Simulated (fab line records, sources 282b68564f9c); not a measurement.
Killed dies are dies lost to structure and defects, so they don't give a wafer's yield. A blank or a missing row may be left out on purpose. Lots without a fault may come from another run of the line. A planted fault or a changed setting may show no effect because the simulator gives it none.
fab line records | flow rit_cmos
record lots=5 wafers=23
route steps=202 shown ACTIVE@2 FOX2@25 NWELL@29 NRETRO@55 GATE@84 M1@202
start_h: hours from the record's first day to the start of the lot's first wafer shown | wait_h: hours since the lot's step before | " the same as in the row above | L1.1+2: a row that stands for several wafers | - no value, or no start given | * or withheld: withheld | < > ~ a bound
route shown NAME@n: a module of which the file shows steps, and the number in the route of the first | usual: mean/standard deviation of fault-free wafers | same: alike in all rows | chamber/n: place in a boat | sites: the reading at each site | _std_site: their standard deviation | _edge_site: outer sites' mean less inner sites' | radius_mm: how far each site lies from the wafer's centre | mask NAME#n: copy n | behind: the tool/chamber that last shaped the wafer | hold: why the lot was held/for how many hours/how that ended | device: the transistor (n, p or np) that didn't switch | end of line: the same wafers' tests at the end of the route | a step without rows: its recipe alone | killed: dies lost to structure and defects at the first sort, not the wafer's yield | map: a wafer's dies, x killed, . not, _ none there
set.NAME: the setting as run; set.NAME@STEP: as run at that earlier step | model.NAME: the simulator's own value behind a step, which no gauge read
lots whose settings were changed on purpose; a table a step, a row a wafer
## steps
# step RIT_ACTIVE_OXIDATION_01
# recipe temp_c=1000 ambient=O2 target_thk_a=468 ox_time_s=3360
# columns lot.wafer tool chamber start_h wait_h set.temp_c model.SiO2_of_ACTIVE_OXIDATION_01.thk_nm
L078.2 - - - 2.1 972.5 36.64
L078.3 " - " " 972.5 37.69
L078.4 " - " " 972.5 36.38
L078.5 " - " " 972.5 36.19
L078.6 " - " " 972.5 37.83
L079.2 furnace-03 0 35.12 0.1 1000 46.31
L079.3 " 0 " " 1000 45.44
L079.6 " 0 " " 1000 45.93
L080.1 - - - 1.0 1019 54.21
L080.2 " - " " 1019 54.69
L080.4 " - " " 1019 55.52
L080.5 " - " " 1019 55.25
L080.6 " - " " 1019 55.59
L083.1 - - - 0.1 971.7 36.9
L083.2 " - " " 971.7 36.31
L083.3 " - " " 971.7 36.96
L083.4 " - " " 971.7 36.82
L083.6 " - " " 971.7 36.48
L084.2 - - - 2.0 1030 61.84
L084.3 " - " " 1030 62.12
L084.4 " - " " 1030 62.31
L084.5 " - " " 1030 62.15
L084.6 " - " " 1030 61.77
# step RIT_ACTIVE_THK_MEAS_02
# recipe reads=SiO2_of_ACTIVE_OXIDATION_01
# usual ACTIVE_OXIDE_THK=46.6/0.74
# columns lot.wafer tool chamber start_h wait_h set.temp_c@ACTIVE_OXIDATION_01 ACTIVE_OXIDE_THK[nm]
L078.2 film_metro-04 - - - 972.5 36.6
L078.3 " - " " 972.5 37.7
L078.4 " - " " 972.5 36.4
L078.5 " - " " 972.5 36.2
L078.6 " - " " 972.5 37.8
L079.2 film_metro-02 - 37.06 0.0 1000 46.3
L079.3 " - " " 1000 45.4
L079.6 " - " " 1000 46.0
L080.1 film_metro-04 - - - 1019 54.2
L080.2 " - " " 1019 54.7
L080.4 " - " " 1019 55.5
L080.5 " - " " 1019 55.2
L080.6 " - " " 1019 55.6
L083.1 film_metro-03 - - - 971.7 36.9
L083.2 " - " " 971.7 36.4
L083.3 " - " " 971.7 36.9
L083.4 " - " " 971.7 36.8
L083.6 " - " " 971.7 36.5
L084.2 film_metro-02 - - - 1030 61.9
L084.3 " - " " 1030 62.1
L084.4 " - " " 1030 62.3
L084.5 " - " " 1030 62.1
L084.6 " - " " 1030 61.7
# step RIT_ACTIVE_CVD_03
# recipe material=Si3N4 target_thk_nm=150 temp_c=810 precursor=SiH2Cl2/NH3 time_s=1500 pressure_mtorr=300 sih2cl2_flow_sccm=60 nh3_flow_sccm=150
# columns lot.wafer tool chamber start_h wait_h set.temp_c model.Si3N4_of_ACTIVE_CVD_03.thk_nm
L078.2 - - - 0.0 810 151.4
L078.3 " - " " 810 152.9
L078.4 " - " " 810 151.5
L078.5 " - " " 810 150.8
L078.6 " - " " 810 151.3
L079.2 lpcvd-02 0 37.11 0.0 810 153.1
L079.3 " 0 " " 810 152.5
L079.6 " 0 " " 810 151.8
L080.1 - - - 0.1 796.7 117.3
L080.2 " - " " 796.7 117.2
L080.4 " - " " 796.7 116.8
L080.5 " - " " 796.7 117.9
L080.6 " - " " 796.7 116.3
L083.1 - - - 0.1 810 151.4
L083.2+3 " - " " 810 153.2
L083.4 " - " " 810 152.9
L083.6 " - " " 810 152.8
L084.2 - - - 0.0 823.4 189.8
L084.3 " - " " 823.4 188.9
L084.4 " - " " 823.4 190.2
L084.5 " - " " 823.4 189.3
L084.6 " - " " 823.4 189.9
# step RIT_ACTIVE_THK_MEAS_04
# recipe reads=Si3N4_of_ACTIVE_CVD_03
# usual ACTIVE_NITRIDE_THK=149.9/1.8
# columns lot.wafer tool chamber start_h wait_h set.temp_c@ACTIVE_CVD_03 ACTIVE_NITRIDE_THK[nm]
L078.2 film_metro-03 - - - 810 151.2
L078.3 " - " " 810 152.9
L078.4 " - " " 810 151.4
L078.5 " - " " 810 150.9
L078.6 " - " " 810 151.4
L079.2 film_metro-03 - 38.54 0.0 810 153.0
L079.3 " - " " 810 152.6
L079.6 " - " " 810 152.0
L080.1 film_metro-04 - - - 796.7 117.3
L080.2 " - " " 796.7 117.2
L080.4 " - " " 796.7 116.8
L080.5 " - " " 796.7 118.0
L080.6 " - " " 796.7 116.3
L083.1 film_metro-02 - - - 810 151.5
L083.2 " - " " 810 153.1
L083.3 " - " " 810 153.2
L083.4 " - " " 810 153.0
L083.6 " - " " 810 152.9
L084.2 film_metro-03 - - - 823.4 189.7
L084.3 " - " " 823.4 188.8
L084.4 " - " " 823.4 190.1
L084.5 " - " " 823.4 189.4
L084.6 " - " " 823.4 190.0
# step RIT_ACTIVE_EXPOSE_08
# recipe mask_id=M1 na=0.6 source_shape=conventional sigma_outer=0.6 target_cd_nm=1400 dose_mj=225
# columns lot.wafer tool chamber start_h wait_h mask set.dose_mj
L078.2+3+6 iline_stepper-01 0 36.23 0.2 M1#0 225
L078.4+5 " 0 " " M1#0 232.1
L079.2+3+6 iline_stepper-01 0 39.06 0.1 M1#0 225
L080.1+5 iline_stepper-02 0 45.09 0.2 M1#0 225
L080.2+4+6 " 0 " " M1#0 236.6
L083.1+3 iline_stepper-02 0 59.04 0.1 M1#0 214.7
L083.2+4+6 " 0 " " M1#0 225
L084.2+3+4+5+6 iline_stepper-02 0 65.93 0.1 M1#0 225
# step RIT_ACTIVE_PEB_09
# recipe resist=NOVOLAK temp_c=withheld time_s=withheld
# step RIT_ACTIVE_DEVELOP_10
# recipe resist=NOVOLAK develop_time_s=50 dev_temp_c=23
# step RIT_ACTIVE_CD_MEAS_11
# recipe target_cd_nm=1400
# usual cd_nm=1399.3/2.3
# columns lot.wafer tool chamber start_h wait_h set.dose_mj@ACTIVE_EXPOSE_08 cd_nm
L078.2 cd_sem-02 - 36.63 - 225 1398.8
L078.3 " - " " 225 1399.4
L078.4 " - " " 232.1 1391.2
L078.5 " - " " 232.1 1392.5
L078.6 " - " " 225 1397.9
L079.2 cd_sem-02 - 39.46 - 225 1396.1
L079.3 " - " " 225 1398.2
L079.6 " - " " 225 1395.5
L080.1 cd_sem-02 - 45.58 - 225 1399.0
L080.2 " - " " 236.6 1386.5
L080.4 " - " " 236.6 1384.2
L080.5 " - " " 225 1399.7
L080.6 " - " " 236.6 1385.7
L083.1 cd_sem-01 - 59.44 - 214.7 1410.7
L083.2 " - " " 225 1395.7
L083.3 " - " " 214.7 1409.3
L083.4 " - " " 225 1395.1
L083.6 " - " " 225 1397.5
L084.2 cd_sem-02 - 66.33 - 225 1396.1
L084.3 " - " " 225 1397.8
L084.4 " - " " 225 1395.5
L084.5 " - " " 225 1395.8
L084.6 " - " " 225 1393.3
# step RIT_ACTIVE_HARDBAKE_12
# recipe resist=NOVOLAK temp_c=140 time_s=60
# step RIT_ACTIVE_ETCH_13
# recipe stop_on=SiO2 chemistry=SF6 target=Si3N4 time_s=210 over_etch_frac=0.4 SF6_flow_sccm=200 pressure_mtorr=260 rf_w=125 target_depth_a=2100
# usual oes_product_au=0.824/0.015
# columns lot.wafer tool chamber start_h wait_h set.temp_c@ACTIVE_CVD_03 oes_product_au model.etch.depth_nm model.ACTIVE.feature_depth_nm
L078.2 rie_diel-03 0 36.88 0.1 810 0.837 151.4 151.6
L078.3 " 2 " " 810 0.805 152.9 154.3
L078.4 " 3 " " 810 0.823 151.5 151.5
L078.5 " 3 " " 810 0.818 150.8 150.8
L078.6 " 2 " " 810 0.810 151.3 152.7
L079.2 rie_diel-01 2 39.71 0.1 810 0.815 153.1 153.1
L079.3 " 3 " " 810 0.811 152.5 152.5
L079.6 " 0 " " 810 0.841 151.8 151.8
L080.1 rie_diel-04 3 45.90 0.1 796.7 0.725 117.3 117.3
L080.2 " 1 " " 796.7 0.736 117.2 117.5
L080.4 " 0 " " 796.7 0.726 116.8 116.8
L080.5 " 3 " " 796.7 0.726 117.9 117.9
L080.6 " 0 " " 796.7 0.724 116.3 116.3
L083.1 rie_diel-04 0 59.71 0.1 810 0.840 151.4 151.4
L083.2 " 1 " " 810 0.830 153.2 153.5
L083.3 " 3 " " 810 0.829 153.2 153.2
L083.4 " 2 " " 810 0.848 152.9 152.9
L083.6 " 1 " " 810 0.841 152.8 153.1
L084.2 rie_diel-04 1 66.58 0.1 823.4 0.949 189.8 190.1
L084.3 " 3 " " 823.4 0.934 188.9 188.9
L084.4 " 0 " " 823.4 0.951 190.2 190.2
L084.5 " 3 " " 823.4 0.931 189.3 189.3
L084.6 " 2 " " 823.4 0.955 189.9 189.9
# step RIT_ACTIVE_STRIP_14
# recipe chemistry=O2 time_s=180 resist=NOVOLAK platen_temp_c=withheld power_w=500 pressure_mtorr=4000 o2_flow_sccm=4000
# step RIT_ACTIVE_CD_MEAS_90
# recipe target_cd_nm=1400
# usual cd_nm=1399.3/2.2
# columns lot.wafer tool chamber start_h wait_h set.dose_mj@ACTIVE_EXPOSE_08 cd_nm
L078.2 cd_sem-02 - 37.21 0.1 225 1398.5
L078.3 " - " " 225 1399.4
L078.4 " - " " 232.1 1391.1
L078.5 " - " " 232.1 1392.2
L078.6 " - " " 225 1398.0
L079.2 cd_sem-02 - 40.04 0.1 225 1395.9
L079.3 " - " " 225 1398.7
L079.6 " - " " 225 1395.9
L080.1 cd_sem-01 - 46.21 0.1 225 1399.3
L080.2 " - " " 236.6 1386.6
L080.4 " - " " 236.6 1384.0
L080.5 " - " " 225 1399.5
L080.6 " - " " 236.6 1385.6
L083.1 cd_sem-02 - 60.02 0.1 214.7 1410.9
L083.2 " - " " 225 1395.4
L083.3 " - " " 214.7 1409.4
L083.4 " - " " 225 1395.3
L083.6 " - " " 225 1397.3
L084.2 cd_sem-02 - 66.91 0.1 225 1396.0
L084.3 " - " " 225 1397.4
L084.4 " - " " 225 1395.6
L084.5 " - " " 225 1395.8
L084.6 " - " " 225 1393.5
# step RIT_ACTIVE_CLEAN_15
# recipe chemistry=SC1 mix=3:3:50 time_s=600 temp_c=75
# step RIT_ACTIVE_CLEAN_16
# recipe chemistry=dHF dilution=50:1 time_s=30
# step RIT_FOX2_CLEAN_02
# recipe chemistry=dHF dilution=50:1 time_s=180
# step RIT_FOX2_WET_ETCH_03
# recipe chemistry=H3PO4 target=Si3N4 target_depth_nm=195 temp_c=165 time_s=2700
# columns lot.wafer tool chamber start_h wait_h set.temp_c@ACTIVE_OXIDATION_01 model.SiO2_of_ACTIVE_OXIDATION_01.thk_nm
L078.2 wet_bench-04 2 41.17 0.0 972.5 32.4
L078.3 " 2 " " 972.5 32.21
L078.4 " 2 " " 972.5 32.35
L078.5 " 2 " " 972.5 32.19
L078.6 " 2 " " 972.5 32.37
L079.2 wet_bench-02 3 47.10 0.0 1000 41.28
L079.3 " 3 " " 1000 40.49
L079.6 " 3 " " 1000 40.91
L080.1 wet_bench-01 0 52.60 0.0 1019 47.98
L080.2 " 0 " " 1019 48.18
L080.4 " 0 " " 1019 49.16
L080.5 " 0 " " 1019 48.9
L080.6 " 0 " " 1019 49.18
L083.1 wet_bench-02 3 66.43 0.0 971.7 32.86
L083.2 " 3 " " 971.7 32.08
L083.3 " 3 " " 971.7 32.87
L083.4 " 3 " " 971.7 32.74
L083.6 " 3 " " 971.7 32.23
L084.2 wet_bench-01 3 71.42 0.0 1030 54.55
L084.3 " 3 " " 1030 55.1
L084.4 " 3 " " 1030 55.26
L084.5 " 3 " " 1030 55.07
L084.6 " 3 " " 1030 54.75
# step RIT_NWELL_COAT_01
# recipe resist=NOVOLAK spin_rpm=2000 resist_thk_nm=1300
# columns lot.wafer tool chamber start_h wait_h set.spin_rpm model.NOVOLAK_of_NWELL_COAT_01.thk_nm
L078.2 litho_track-04 0 43.04 0.1 2124 1259
L078.3 " 0 " " 2124 1260
L078.4 " 0 " " 2000 1304
L078.5 " 0 " " 2000 1294
L078.6 " 0 " " 2000 1300
L079.2 litho_track-01 0 48.24 0.1 2000 1301
L079.3 " 0 " " 2000 1302
L079.6 " 0 " " 2000 1298
L080.1+4+6 litho_track-04 0 53.57 0.1 2000 1314
L080.2 " 0 " " 2085 1286
L080.5 " 0 " " 2085 1284
L083.1+2 litho_track-03 0 67.40 0.1 2138 1251
L083.3+6 " 0 " " 2000 1296
L083.4 " 0 " " 2000 1297
L084.2+3 litho_track-03 0 72.41 0.1 2000 1296
L084.4 " 0 " " 2000 1298
L084.5 " 0 " " 2000 1300
L084.6 " 0 " " 2000 1295
# step RIT_NWELL_SOFTBAKE_02
# recipe resist=NOVOLAK temp_c=90 time_s=60
# step RIT_NWELL_EXPOSE_03
# recipe mask_id=M2 na=0.57 target_cd_nm=43900 dose_mj=250
# step RIT_NWELL_DEVELOP_05
# recipe resist=NOVOLAK develop_time_s=68 dev_temp_c=23
# step RIT_NWELL_HARDBAKE_07
# recipe resist=NOVOLAK temp_c=140 time_s=120
# columns lot.wafer tool chamber start_h wait_h set.spin_rpm@NWELL_COAT_01 model.NOVOLAK_of_NWELL_COAT_01.thk_nm
L078.2+3 litho_track-01 0 43.83 0.1 2124 1102
L078.4 " 0 " " 2000 1141
L078.5 " 0 " " 2000 1132
L078.6 " 0 " " 2000 1137
L079.2 litho_track-03 0 49.11 0.2 2000 1137
L079.3 " 0 " " 2000 1139
L079.6 " 0 " " 2000 1135
L080.1+4+6 litho_track-03 0 54.46 0.0 2000 1149
L080.2 " 0 " " 2085 1124
L080.5 " 0 " " 2085 1123
L083.1 litho_track-01 0 68.38 0.1 2138 1094
L083.2 " 0 " " 2138 1095
L083.3+4 " 0 " " 2000 1134
L083.6 " 0 " " 2000 1133
L084.2 litho_track-04 0 73.32 0.1 2000 1134
L084.3+6 " 0 " " 2000 1133
L084.4 " 0 " " 2000 1135
L084.5 " 0 " " 2000 1137
# step RIT_NWELL_IMPLANT_08
# recipe species=P energy_kev=170 dose_cm2=5e+13 tilt_deg=7
# columns lot.wafer tool chamber start_h wait_h set.energy_kev model.implant.rp_nm model.implant.drp_nm
L078.2+3+4+5+6 implanter-04 0 44.06 0.2 170 216.7 68.82
L079.2+3+6 implanter-01 0 49.35 0.2 170 212.5 68.82
L080.1+2+4+5+6 implanter-03 0 54.71 0.2 170 216.4 68.82
L083.1+2+3 implanter-01 0 68.63 0.2 170 213.1 68.82
L083.4+6 " 0 " " 160.1 200.3 65.85
L084.2+3 implanter-01 0 73.55 0.2 170 217 68.82
L084.4+5+6 " 0 " " 173.7 221.9 69.94
# step RIT_NRETRO_SOFTBAKE_02
# recipe resist=NOVOLAK temp_c=90 time_s=60
# columns lot.wafer tool chamber start_h wait_h set.temp_c
L078.2+3+4+5+6 litho_track-03 0 53.24 0.1 90
L079.2+3+6 litho_track-04 0 58.32 0.1 90
L080.1+2+6 litho_track-04 0 63.41 0.1 90
L080.4+5 " 0 " " 93.36
L083.1+6 litho_track-03 0 76.46 0.1 86.95
L083.2+3+4 " 0 " " 90
L084.2+3+4+5+6 litho_track-02 0 82.64 0.1 90
# step RIT_NRETRO_EXPOSE_03
# recipe mask_id=M4 na=0.57 target_cd_nm=43900 dose_mj=250
# step RIT_NRETRO_PEB_04
# recipe resist=NOVOLAK temp_c=withheld time_s=withheld
# step RIT_NRETRO_DEVELOP_05
# recipe resist=NOVOLAK develop_time_s=68 dev_temp_c=23
# columns lot.wafer tool chamber start_h wait_h set.temp_c@NRETRO_SOFTBAKE_02 model.NOVOLAK_of_NRETRO_COAT_01.thk_nm
L078.2+4 litho_track-03 0 - - 90 1298
L078.3 " 0 " " 90 1300
L078.5+6 " 0 " " 90 1294
L079.2 litho_track-04 0 - - 90 1298
L079.3 " 0 " " 90 1304
L079.6 " 0 " " 90 1300
L080.1+6 litho_track-02 0 - - 90 1298
L080.2 " 0 " " 90 1301
L080.4 " 0 " " 93.36 1280
L080.5 " 0 " " 93.36 1286
L083.1 litho_track-02 0 - - 86.95 1308
L083.2 " 0 " " 90 1297
L083.3 " 0 " " 90 1295
L083.4 " 0 " " 90 1301
L083.6 " 0 " " 86.95 1306
L084.2 litho_track-03 0 - - 90 1296
L084.3 " 0 " " 90 1300
L084.4 " 0 " " 90 1304
L084.5+6 " 0 " " 90 1303
# step RIT_NRETRO_IMPLANT_08
# recipe species=P energy_kev=70 dose_cm2=1e+13 tilt_deg=7
# columns lot.wafer tool chamber start_h wait_h set.dose_cm2
L078.2+4+6 implanter-02 0 54.10 0.2 9.371e+12
L078.3+5 " 0 " " 1e+13
L079.2+3+6 implanter-04 0 59.31 0.2 1e+13
L080.1+2+5 implanter-04 0 64.40 0.2 9.398e+12
L080.4+6 " 0 " " 1e+13
L083.1+4+6 implanter-04 0 77.32 0.2 1e+13
L083.2+3 " 0 " " 9.321e+12
L084.2+3+4 implanter-02 0 83.51 0.2 9.32e+12
L084.5+6 " 0 " " 1e+13
# step RIT_NRETRO_STRIP_09
# recipe chemistry=O2 time_s=180 resist=NOVOLAK platen_temp_c=withheld power_w=500 pressure_mtorr=4000 o2_flow_sccm=4000
# step RIT_NRETRO_TW_MEAS_10
# usual NRETRO_TW=1047/10
# columns lot.wafer tool chamber start_h wait_h set.dose_cm2@NRETRO_IMPLANT_08 NRETRO_TW
L078.2 film_metro-02 - 54.41 0.1 9.371e+12 1031
L078.3 " - " " 1e+13 1054
L078.4 " - " " 9.371e+12 1033
L078.5 " - " " 1e+13 1057
L078.6 " - " " 9.371e+12 1032
L079.2 film_metro-02 - 59.62 0.1 1e+13 1053
L079.3 " - " " 1e+13 1058
L079.6 " - " " 1e+13 1057
L080.1 film_metro-04 - 64.72 0.1 9.398e+12 1008
L080.2 " - " " 9.398e+12 1008
L080.4 " - " " 1e+13 1034
L080.5 " - " " 9.398e+12 1011
L080.6 " - " " 1e+13 1033
L083.1 film_metro-02 - 77.65 0.1 1e+13 1060
L083.2 " - " " 9.321e+12 1034
L083.3 " - " " 9.321e+12 1036
L083.4 " - " " 1e+13 1054
L083.6 " - " " 1e+13 1059
L084.2 film_metro-02 - 83.82 0.1 9.32e+12 1035
L084.3 " - " " 9.32e+12 1035
L084.4 " - " " 9.32e+12 1040
L084.5 " - " " 1e+13 1059
L084.6 " - " " 1e+13 1062
# step RIT_GATE_CVD_08
# recipe material=poly-Si target_thk_nm=250 temp_c=610 precursor=SiH4 time_s=2220 pressure_mtorr=300 sih4_flow_sccm=100
# columns lot.wafer tool chamber start_h wait_h set.sih4_flow_sccm model.poly-Si_of_GATE_CVD_08.thk_nm
L078.2 - - - 0.0 87.53 222.2
L078.3 " - " " 87.53 220.5
L078.4 " - " " 87.53 220.9
L078.5 " - " " 87.53 222.7
L078.6 " - " " 87.53 220.8
L079.2 lpcvd-02 1 66.99 0.4 100 249.4
L079.3 " 1 " " 100 252.2
L079.6 " 1 " " 100 251.6
L080.1 - - - 0.1 100 248.8
L080.2 " - " " 100 249.1
L080.4 " - " " 100 249.7
L080.5 " - " " 100 251.7
L080.6 " - " " 100 249.6
L083.1 - - - 0.1 111.3 274.9
L083.2 " - " " 111.3 275.6
L083.3 " - " " 111.3 275.3
L083.4 " - " " 111.3 277.6
L083.6 " - " " 111.3 276.8
L084.2 - - - 0.0 89.76 223.3
L084.3 " - " " 89.76 224.2
L084.4 " - " " 89.76 223.1
L084.5 " - " " 89.76 220.6
L084.6 " - " " 89.76 222.1
# step RIT_GATE_THK_MEAS_09
# recipe reads=poly-Si_of_GATE_CVD_08
# usual GATE_POLY_THK=249.5/1.9
# columns lot.wafer tool chamber start_h wait_h set.sih4_flow_sccm@GATE_CVD_08 GATE_POLY_THK[nm]
L078.2 film_metro-01 - - - 87.53 222.1
L078.3 " - " " 87.53 220.5
L078.4 " - " " 87.53 221.1
L078.5 " - " " 87.53 222.6
L078.6 " - " " 87.53 220.8
L079.2 film_metro-04 - 69.43 0.0 100 249.5
L079.3 " - " " 100 252.3
L079.6 " - " " 100 251.7
L080.1 film_metro-04 - - - 100 248.8
L080.2 " - " " 100 249.1
L080.4 " - " " 100 249.9
L080.5 " - " " 100 251.7
L080.6 " - " " 100 249.8
L083.1 film_metro-01 - - - 111.3 274.8
L083.2 " - " " 111.3 275.7
L083.3 " - " " 111.3 275.3
L083.4 " - " " 111.3 277.8
L083.6 " - " " 111.3 276.7
L084.2 film_metro-02 - - - 89.76 223.2
L084.3 " - " " 89.76 224.2
L084.4 " - " " 89.76 223.1
L084.5 " - " " 89.76 220.6
L084.6 " - " " 89.76 222.0
# step RIT_M1_PROBE_99
# usual killed_at_M0_to_M3=0.0/0.16 killed_at_contacts=0.1/0.28 killed_at_front_end=6.1/2.6 killed_dies=6.2/2.6 killed_open=3.1/1.8 killed_short=3.2/2
# same gross_dies=264 killed_at_M4_up=0 killed_at_back_side=0 killed_at_other=0
# columns lot.wafer tool chamber start_h wait_h set.temp_c@ACTIVE_OXIDATION_01 killed_at_M0_to_M3 killed_at_contacts killed_at_front_end killed_dies killed_open killed_short model.etest.nldd.width_nm model.etest.pldd.width_nm
L078.2 prober-01 - 85.43 0.1 972.5 0 0 4 4 3 1 3283 3296
L078.3 prober-01 - 85.48 0.2 972.5 0 0 233 233 3 1 3269 3262
L078.4 prober-01 - 85.53 0.2 972.5 0 0 7 7 2 5 3280 3275
L078.5 prober-01 - 85.58 0.2 972.5 0 0 11 11 2 9 3306 3271
L078.6 prober-01 - 85.63 0.2 972.5 0 0 182 182 2 5 - -
L079.2 prober-02 - 90.84 0.1 1000 0 0 4 4 1 3 3175 3179
L079.3 prober-02 - 90.89 0.2 1000 1 0 2 3 2 1 3201 3210
L079.6 prober-02 - 91.04 0.2 1000 0 0 1 1 0 1 3187 3167
L080.1 prober-01 - 93.61 0.1 1019 0 0 200 200 5 1 3040 3052
L080.2 prober-01 - 93.66 0.1 1019 0 0 6 6 5 1 3004 3003
L080.4 prober-01 - 93.76 0.2 1019 0 0 11 11 5 6 3005 3001
L080.5 prober-01 - 93.81 0.2 1019 0 1 249 250 2 3 3035 3042
L080.6 prober-01 - 93.86 0.2 1019 0 0 248 248 2 1 3017 3012
L083.1 prober-02 - 106.86 0.1 971.7 0 0 30 30 2 3 3294 3288
L083.2 prober-02 - 106.91 0.1 971.7 0 0 5 5 1 4 3295 3299
L083.3 prober-02 - 106.96 0.2 971.7 0 0 62 62 4 3 3294 3300
L083.4 prober-02 - 107.01 0.2 971.7 0 0 7 7 2 5 3278 3267
L083.6 prober-02 - 107.11 0.2 971.7 0 0 2 2 1 1 3280 3280
L084.2 prober-01 - 113.85 0.1 1030 0 0 5 5 3 2 3014 3027
L084.3 prober-01 - 113.90 0.2 1030 0 0 3 3 2 1 3039 3012
L084.4 prober-01 - 113.95 0.2 1030 1 0 6 7 1 6 3016 3014
L084.5 prober-01 - 114.00 0.2 1030 0 0 6 6 6 0 3019 3023
L084.6 prober-01 - 114.05 0.2 1030 0 0 11 11 5 6 3017 3020
# killed by level:class
L078.2 GATE:geometric_particle:open=1 GATE:geometric_particle:short=1 REOX:geometric_particle:open=1 SPACER:geometric_particle:open=1
L078.3 GATE:area_expose=229 SILICIDE:geometric_particle:open=2 GATE:geometric_particle:open=1 GATE:geometric_particle:short=1
L078.4 GATE:geometric_particle:short=5 SPACER:geometric_particle:open=1 SILICIDE:geometric_particle:open=1
L078.5 GATE:geometric_particle:short=6 GATE:geometric_particle:open=2 FOX1:geometric_particle:short=1 FOX2:geometric_particle:short=1 SILICIDE:geometric_particle:short=1
L078.6 GATE:area_expose=175 GATE:geometric_particle:short=2 SILICIDE:geometric_particle:short=2 GATE:geometric_particle:open=1 REOX:geometric_particle:short=1 REOX:geometric_particle:open=1
L079.2 GATE:geometric_particle:short=3 REOX:geometric_particle:open=1
L079.3 REOX:geometric_particle:open=1 SILICIDE:geometric_particle:open=1 M1:geometric_particle:short=1
L079.6 FOX2:geometric_particle:short=1
L080.1 GATE:area_expose=194 GATE:geometric_particle:open=5 GATE:geometric_particle:short=1
L080.2 FOX1:geometric_particle:open=2 FOX2:geometric_particle:open=2 FOX2:geometric_particle:short=1 GATE:geometric_particle:open=1
L080.4 GATE:geometric_particle:open=3 GATE:geometric_particle:short=3 FOX1:geometric_particle:short=1 FOX1:geometric_particle:open=1 FOX2:geometric_particle:short=1 REOX:geometric_particle:short=1 SILICIDE:geometric_particle:open=1
L080.5 GATE:area_expose=245 GATE:geometric_particle:short=1 GATE:geometric_particle:open=1 REOX:geometric_particle:short=1 SILICIDE:geometric_particle:short=1 CONTACT:geometric_particle:open=1
L080.6 GATE:area_expose=245 FOX1:geometric_particle:open=1 GATE:geometric_particle:short=1 SPACER:geometric_particle:open=1
L083.1 GATE:area_expose=25 FOX1:geometric_particle:short=2 GATE:geometric_particle:open=1 SPACER:geometric_particle:open=1 SILICIDE:geometric_particle:short=1
L083.2 GATE:geometric_particle:short=2 REOX:geometric_particle:short=1 SILICIDE:geometric_particle:short=1 SILICIDE:geometric_particle:open=1
L083.3 GATE:area_expose=55 FOX1:geometric_particle:open=3 FOX1:geometric_particle:short=1 GATE:geometric_particle:short=1 SPACER:geometric_particle:open=1 SILICIDE:geometric_particle:short=1
L083.4 SPACER:geometric_particle:short=3 SILICIDE:geometric_particle:short=2 FOX1:geometric_particle:open=1 SPACER:geometric_particle:open=1
L083.6 FOX1:geometric_particle:open=1 GATE:geometric_particle:short=1
L084.2 FOX1:geometric_particle:open=1 GATE:geometric_particle:short=1 REOX:geometric_particle:open=1 REOX:geometric_particle:short=1 SILICIDE:geometric_particle:open=1
L084.3 FOX1:geometric_particle:short=1 FOX1:geometric_particle:open=1 GATE:geometric_particle:open=1
L084.4 FOX1:geometric_particle:short=2 REOX:geometric_particle:short=2 GATE:geometric_particle:open=1 SPACER:geometric_particle:short=1 M1:geometric_particle:short=1
L084.5 GATE:geometric_particle:open=3 SILICIDE:geometric_particle:open=3
L084.6 GATE:geometric_particle:short=4 GATE:geometric_particle:open=2 FOX2:geometric_particle:open=1 REOX:geometric_particle:short=1 SPACER:geometric_particle:open=1 SILICIDE:geometric_particle:open=1 SILICIDE:geometric_particle:short=1
## key
split step=RIT_ACTIVE_OXIDATION_01 setting=temp_c stated=1000 by=lot
response step=RIT_ACTIVE_OXIDATION_01 reading=model.SiO2_of_ACTIVE_OXIDATION_01.thk_nm change=+4.19 per=1% r=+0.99
response step=RIT_ACTIVE_THK_MEAS_02 reading=ACTIVE_OXIDE_THK change=+4.19 per=1% r=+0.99
response step=RIT_FOX2_WET_ETCH_03 reading=model.SiO2_of_ACTIVE_OXIDATION_01.thk_nm change=+3.74 per=1% r=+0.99
response step=RIT_M1_PROBE_99 reading=model.etest.pldd.width_nm change=-48.8 per=1% r=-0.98
response step=RIT_M1_PROBE_99 reading=model.etest.nldd.width_nm change=-49.5 per=1% r=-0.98
split step=RIT_ACTIVE_CVD_03 setting=temp_c stated=810 by=lot
response step=RIT_ACTIVE_CVD_03 reading=model.Si3N4_of_ACTIVE_CVD_03.thk_nm change=+22 per=1% r=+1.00
response step=RIT_ACTIVE_THK_MEAS_04 reading=ACTIVE_NITRIDE_THK change=+22 per=1% r=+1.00
response step=RIT_ACTIVE_ETCH_13 reading=oes_product_au change=+0.0657 per=1% r=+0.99
response step=RIT_ACTIVE_ETCH_13 reading=model.etch.depth_nm change=+22 per=1% r=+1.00
response step=RIT_ACTIVE_ETCH_13 reading=model.ACTIVE.feature_depth_nm change=+22 per=1% r=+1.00
split step=RIT_ACTIVE_EXPOSE_08 setting=dose_mj stated=225 by=wafer
response step=RIT_ACTIVE_CD_MEAS_11 reading=cd_nm change=-2.72 per=1% r=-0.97
response step=RIT_ACTIVE_CD_MEAS_90 reading=cd_nm change=-2.77 per=1% r=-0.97
split step=RIT_NWELL_COAT_01 setting=spin_rpm stated=2000 by=wafer
response step=RIT_NWELL_COAT_01 reading=model.NOVOLAK_of_NWELL_COAT_01.thk_nm change=-6.58 per=1% r=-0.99
response step=RIT_NWELL_HARDBAKE_07 reading=model.NOVOLAK_of_NWELL_COAT_01.thk_nm change=-5.67 per=1% r=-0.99
split step=RIT_NWELL_IMPLANT_08 setting=energy_kev stated=170 by=wafer
response step=RIT_NWELL_IMPLANT_08 reading=model.implant.rp_nm change=+2.2 per=1% r=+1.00
response step=RIT_NWELL_IMPLANT_08 reading=model.implant.drp_nm change=+0.511 per=1% r=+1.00
split step=RIT_NRETRO_SOFTBAKE_02 setting=temp_c stated=90 by=wafer
response step=RIT_NRETRO_DEVELOP_05 reading=model.NOVOLAK_of_NRETRO_COAT_01.thk_nm change=-3.57 per=1% r=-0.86
split step=RIT_NRETRO_IMPLANT_08 setting=dose_cm2 stated=1e+13 by=wafer
response step=RIT_NRETRO_TW_MEAS_10 reading=NRETRO_TW change=+3.65 per=1% r=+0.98
split step=RIT_GATE_CVD_08 setting=sih4_flow_sccm stated=100 by=lot
response step=RIT_GATE_CVD_08 reading=model.poly-Si_of_GATE_CVD_08.thk_nm change=+2.38 per=1% r=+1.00
response step=RIT_GATE_THK_MEAS_09 reading=GATE_POLY_THK change=+2.39 per=1% r=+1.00
